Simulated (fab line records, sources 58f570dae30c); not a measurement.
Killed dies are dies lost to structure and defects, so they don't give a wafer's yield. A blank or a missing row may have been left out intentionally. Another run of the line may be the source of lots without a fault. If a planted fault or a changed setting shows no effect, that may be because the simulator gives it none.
A sampling plan put to the test ; flow berkeley_cmos170 ; each of the 34 faults these records tell of, on one fab line, judged from the records of the lots it struck
What counts as the plan is the set of the line's own looks, namely the steps on the route at which a gauge or an inspection reads a wafer and does not change it. Where struck wafers have a number at a look and the file lists that look's usual mean and standard deviation on fault-free wafers, the look can be judged. Caught: at a look after the fault's first step, the mean of the struck wafers lies 4 or more of those standard deviations (sigma) from the usual mean. On the tool: the fault's steps, tested the same way using the tool's own readings. It also counts as caught if the struck wafers ran another recipe or if their record alone is blank.

== THE FAULTS, as the simulator had put them in ==
1. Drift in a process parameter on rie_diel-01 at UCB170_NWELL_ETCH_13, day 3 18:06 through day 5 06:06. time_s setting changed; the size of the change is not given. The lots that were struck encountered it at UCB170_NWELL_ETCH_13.
2. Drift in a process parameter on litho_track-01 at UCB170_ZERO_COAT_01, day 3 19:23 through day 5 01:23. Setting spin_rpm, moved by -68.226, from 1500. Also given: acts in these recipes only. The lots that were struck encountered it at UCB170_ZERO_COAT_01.
3. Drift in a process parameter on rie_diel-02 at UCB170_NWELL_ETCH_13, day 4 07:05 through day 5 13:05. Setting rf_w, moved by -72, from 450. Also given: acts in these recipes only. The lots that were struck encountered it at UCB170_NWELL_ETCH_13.
4. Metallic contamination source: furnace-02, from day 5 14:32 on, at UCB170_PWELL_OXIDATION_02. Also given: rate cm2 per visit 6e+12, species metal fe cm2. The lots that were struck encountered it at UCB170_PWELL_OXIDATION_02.
5. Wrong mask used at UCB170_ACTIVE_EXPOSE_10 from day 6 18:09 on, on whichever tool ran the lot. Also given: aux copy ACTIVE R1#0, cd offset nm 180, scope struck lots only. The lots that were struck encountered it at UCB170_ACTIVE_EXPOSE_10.
6. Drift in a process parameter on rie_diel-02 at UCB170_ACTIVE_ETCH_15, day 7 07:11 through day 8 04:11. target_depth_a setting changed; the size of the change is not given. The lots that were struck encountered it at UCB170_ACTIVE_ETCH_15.
7. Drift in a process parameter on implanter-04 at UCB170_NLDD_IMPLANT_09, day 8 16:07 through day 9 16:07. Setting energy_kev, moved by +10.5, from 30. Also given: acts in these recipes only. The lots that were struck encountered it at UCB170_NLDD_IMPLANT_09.
8. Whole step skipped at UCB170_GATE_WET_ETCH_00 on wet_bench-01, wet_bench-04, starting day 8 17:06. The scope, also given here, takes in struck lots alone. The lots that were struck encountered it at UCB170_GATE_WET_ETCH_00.
9. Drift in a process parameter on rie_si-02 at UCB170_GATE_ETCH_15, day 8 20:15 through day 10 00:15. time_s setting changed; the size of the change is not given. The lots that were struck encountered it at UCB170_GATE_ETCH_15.
10. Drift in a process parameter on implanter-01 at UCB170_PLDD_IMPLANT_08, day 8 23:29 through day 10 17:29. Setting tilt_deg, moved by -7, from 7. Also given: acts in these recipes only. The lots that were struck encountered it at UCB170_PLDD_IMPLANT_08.
11. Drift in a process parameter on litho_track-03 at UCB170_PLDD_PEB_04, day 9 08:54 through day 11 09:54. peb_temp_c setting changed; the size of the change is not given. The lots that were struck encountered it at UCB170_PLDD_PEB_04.
12. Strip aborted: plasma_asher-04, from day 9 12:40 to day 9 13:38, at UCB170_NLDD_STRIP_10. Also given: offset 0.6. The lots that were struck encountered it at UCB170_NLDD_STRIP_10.
13. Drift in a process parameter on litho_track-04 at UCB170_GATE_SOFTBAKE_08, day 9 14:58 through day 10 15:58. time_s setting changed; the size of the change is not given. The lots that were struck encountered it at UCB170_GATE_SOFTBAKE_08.
14. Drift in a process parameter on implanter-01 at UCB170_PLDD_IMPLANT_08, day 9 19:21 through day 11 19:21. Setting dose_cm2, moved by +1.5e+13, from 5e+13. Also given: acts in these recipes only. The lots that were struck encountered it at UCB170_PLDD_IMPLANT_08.
15. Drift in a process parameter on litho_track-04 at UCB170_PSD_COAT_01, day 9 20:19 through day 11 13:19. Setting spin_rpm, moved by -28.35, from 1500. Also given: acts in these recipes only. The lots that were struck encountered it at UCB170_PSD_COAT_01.
16. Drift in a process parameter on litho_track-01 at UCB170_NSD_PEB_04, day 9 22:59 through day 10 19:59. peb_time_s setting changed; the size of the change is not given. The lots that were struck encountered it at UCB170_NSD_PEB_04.
17. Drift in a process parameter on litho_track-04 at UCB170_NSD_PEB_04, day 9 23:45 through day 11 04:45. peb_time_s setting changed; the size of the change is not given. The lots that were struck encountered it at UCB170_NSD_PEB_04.
18. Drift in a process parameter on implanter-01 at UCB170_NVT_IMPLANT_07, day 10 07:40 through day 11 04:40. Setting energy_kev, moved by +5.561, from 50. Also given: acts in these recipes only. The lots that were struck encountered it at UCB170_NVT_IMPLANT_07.
19. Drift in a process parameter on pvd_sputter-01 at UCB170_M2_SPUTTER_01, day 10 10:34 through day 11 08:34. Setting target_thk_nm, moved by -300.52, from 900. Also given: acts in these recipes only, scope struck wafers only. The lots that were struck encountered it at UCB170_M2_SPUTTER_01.
20. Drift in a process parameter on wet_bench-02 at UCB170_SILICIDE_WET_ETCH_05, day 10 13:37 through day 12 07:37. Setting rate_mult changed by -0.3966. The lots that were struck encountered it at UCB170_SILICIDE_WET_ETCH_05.
21. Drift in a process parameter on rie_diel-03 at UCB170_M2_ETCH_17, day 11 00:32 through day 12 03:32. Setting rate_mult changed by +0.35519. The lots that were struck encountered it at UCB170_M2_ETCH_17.
22. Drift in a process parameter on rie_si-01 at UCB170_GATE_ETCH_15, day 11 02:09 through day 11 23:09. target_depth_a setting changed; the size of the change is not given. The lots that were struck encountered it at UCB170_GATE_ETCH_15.
23. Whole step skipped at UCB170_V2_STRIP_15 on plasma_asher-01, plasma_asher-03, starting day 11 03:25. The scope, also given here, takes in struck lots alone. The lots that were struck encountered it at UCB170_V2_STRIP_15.
24. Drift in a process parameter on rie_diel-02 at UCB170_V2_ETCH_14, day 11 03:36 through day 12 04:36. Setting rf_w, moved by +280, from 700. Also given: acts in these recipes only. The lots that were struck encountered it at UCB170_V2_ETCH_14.
25. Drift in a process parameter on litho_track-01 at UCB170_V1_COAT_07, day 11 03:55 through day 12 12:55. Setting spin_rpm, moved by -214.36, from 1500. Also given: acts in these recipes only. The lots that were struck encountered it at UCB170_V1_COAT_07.
26. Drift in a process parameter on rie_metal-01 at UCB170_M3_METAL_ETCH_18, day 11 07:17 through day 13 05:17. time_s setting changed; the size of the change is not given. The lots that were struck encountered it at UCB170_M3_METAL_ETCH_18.
27. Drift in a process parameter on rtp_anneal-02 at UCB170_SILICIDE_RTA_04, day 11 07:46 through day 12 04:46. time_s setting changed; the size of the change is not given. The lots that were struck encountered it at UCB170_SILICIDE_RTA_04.
28. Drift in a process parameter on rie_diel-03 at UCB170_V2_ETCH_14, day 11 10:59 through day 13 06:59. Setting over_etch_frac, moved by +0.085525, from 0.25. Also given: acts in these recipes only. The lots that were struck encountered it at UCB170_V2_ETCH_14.
29. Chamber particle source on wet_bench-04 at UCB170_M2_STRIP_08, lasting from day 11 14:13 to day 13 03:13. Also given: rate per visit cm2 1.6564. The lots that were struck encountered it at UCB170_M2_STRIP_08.
30. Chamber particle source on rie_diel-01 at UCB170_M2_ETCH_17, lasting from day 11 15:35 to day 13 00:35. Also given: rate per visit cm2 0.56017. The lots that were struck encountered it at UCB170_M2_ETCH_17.
31. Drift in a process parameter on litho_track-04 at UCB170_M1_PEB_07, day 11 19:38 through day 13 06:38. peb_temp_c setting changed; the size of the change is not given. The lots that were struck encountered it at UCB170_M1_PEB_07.
32. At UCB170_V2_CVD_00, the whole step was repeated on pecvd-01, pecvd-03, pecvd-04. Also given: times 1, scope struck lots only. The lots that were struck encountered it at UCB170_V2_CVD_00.
33. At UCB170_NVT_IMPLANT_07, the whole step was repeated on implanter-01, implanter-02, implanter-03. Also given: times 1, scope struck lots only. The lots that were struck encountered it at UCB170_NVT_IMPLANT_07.
34. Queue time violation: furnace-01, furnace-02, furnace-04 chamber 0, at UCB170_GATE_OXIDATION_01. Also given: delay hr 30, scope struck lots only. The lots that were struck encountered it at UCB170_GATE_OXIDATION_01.

== WHAT THE PLAN SAW ==
fault;on the tool itself;first look that catches it;reading, sigma;median hours from its first step to that look;hours from the fault's start to the first struck lot there;judged looks passed uncaught
1;run_length_s -22 sigma;no look after it can be judged;-;-;-;0
2;spin_speed_rpm -75 sigma;none of the 2 looks that can be judged after it;-;-;-;2
3;rf_fwd_power_W -55 sigma;no look after it can be judged;-;-;-;0
4;under 2 sigma;none of the 6 looks that can be judged after it;-;-;-;6
5;under 2 sigma;UCB170_ACTIVE_CD_MEAS_13;cd_nm +99 or beyond;0.4;8;0
6;under 2 sigma;none of the 3 looks that can be judged after it;-;-;-;3
7;beam_energy_keV +99 or beyond sigma;UCB170_NLDD_TW_MEAS_11;NLDD_TW +5.8;0.2;1;0
8;the tool's record is blank for the struck wafers;UCB170_FIELD_THK_MEAS_91;FIELD_OXIDE_LEFT_2_THK +6.5;0.1;0;0
9;run_length_s -42 sigma;no look after it can be judged;-;-;-;0
10;tilt_deg -99 or beyond sigma;UCB170_PLDD_TW_MEAS_11;PLDD_TW -7.2;0.4;10;0
11;heater_power_total_W +59 sigma;UCB170_PLDD_CD_MEAS_06;cd_nm +17;0.3;1;0
12;oes_product_au +52 sigma;UCB170_PSD_TW_MEAS_10;PSD_TW -95;8.1;9;1
13;heater_power_total_W +95 sigma;none of the 2 looks that can be judged after it;-;-;-;2
14;dose_ions_cm2 +99 or beyond sigma;UCB170_PLDD_TW_MEAS_11;PLDD_TW +6.5;0.4;10;0
15;spin_speed_rpm -34 sigma;no look after it can be judged;-;-;-;0
16;heater_power_total_W +99 or beyond sigma;UCB170_NSD_CD_MEAS_06;cd_nm -16;0.3;0;0
17;under 2 sigma;none of the 2 looks that can be judged after it;strongest: cd_nm at UCB170_NSD_CD_MEAS_06, +4.0;-;-;2
18;beam_energy_keV +99 or beyond sigma;none of the 2 looks that can be judged after it;strongest: NVT_TW at UCB170_NVT_TW_MEAS_09, +3.5;-;-;2
19;under 2 sigma;UCB170_M2_RS_MEAS_02;M2_AL_RS +56;0.1;11;0
20;no reading that can be judged;none of the 6 looks that can be judged after it;strongest: cd_nm at UCB170_CONTACT_CD_MEAS_90, +2.1;-;-;6
21;oes_product_au +13 sigma;no look after it can be judged;-;-;-;0
22;oes_product_au +5.3 sigma;no look after it can be judged;-;-;-;0
23;the tool's record is blank for the struck wafers;no look after it can be judged;-;-;-;0
24;rf_fwd_power_W +99 or beyond sigma;not the one look that can be judged after it;strongest: cd_nm at UCB170_V2_CD_MEAS_90, +3.9;-;-;1
25;spin_speed_rpm -99 or beyond sigma;not the one look that can be judged after it;-;-;-;1
26;run_length_s -8.4 sigma;not the one look that can be judged after it;-;-;-;1
27;under 2 sigma;none of the 6 looks that can be judged after it;-;-;-;6
28;only faintly: oes_product_au -2.5 sigma;not the one look that can be judged after it;-;-;-;1
29;no reading that can be judged;none of the 9 looks that can be judged after it;-;-;-;9
30;under 2 sigma;not the one look that can be judged after it;-;-;-;1
31;heater_power_total_W -63 sigma;UCB170_M1_CD_MEAS_09;cd_nm +29;0.3;13;0
32;under 2 sigma;UCB170_V2_THK_MEAS_01;V2_TEOS_THK +77;0.5;-;0
33;under 2 sigma;UCB170_NVT_TW_MEAS_09;NVT_TW +35;0.5;-;0
34;under 2 sigma;not the one look that can be judged after it;-;-;-;1
A dash: the fault is not caught, or the number is missing from these records.

Caught at a look: 12 of 34. Caught on the tool: 21 of 34. By one or the other: 25 of 34.
On the tool alone, faults 1, 2, 3, 9, 13, 15, 18, 21, 22, 23, 24, 25, 26 were caught.
Caught at a look alone: faults 5, 19, 32, 33.
Caught by neither: faults 4, 6, 17, 20, 27, 28, 29, 30, 34.

== THINNER SAMPLING ==
In the worst case, this is how late the first struck lot would be measured if the look that catches a fault measured only every second or every third lot, by lot number:
fault;struck lots at that look, in order of time;every lot;every second lot;every third lot
5;L426;8 h;may miss it;may miss it
7;L192, L198;1 h;may miss all 2;may miss all 2
8;L882, L884;0 h;may miss all 2;may miss all 2
10;L113, L116, L118;10 h;11 h;may miss all 3
11;L332, L333;1 h;20 h;may miss all 2
12;L557;9 h;may miss it;may miss it
14;L839, L844;10 h;41 h;may miss all 2
16;L796, L797;0 h;0 h;may miss all 2
19;L997;11 h;may miss it;may miss it
31;L440, L441, L442;13 h;14 h;26 h
The hour figures run from when the fault began to the first measured lot among those it struck. The limit of 4 sigma was tested on all struck wafers together, so one lot alone may lie under it. Other struck lots may not be in these records.

== THE LONGEST TIMED WAY FROM STEP TO LOOK ==
Fault 12: a median of 8.1 hours passes between UCB170_NLDD_STRIP_10 and UCB170_PSD_TW_MEAS_10. The look between them that can be judged stayed within 4 sigma: UCB170_PSD_OVL_MEAS_07.
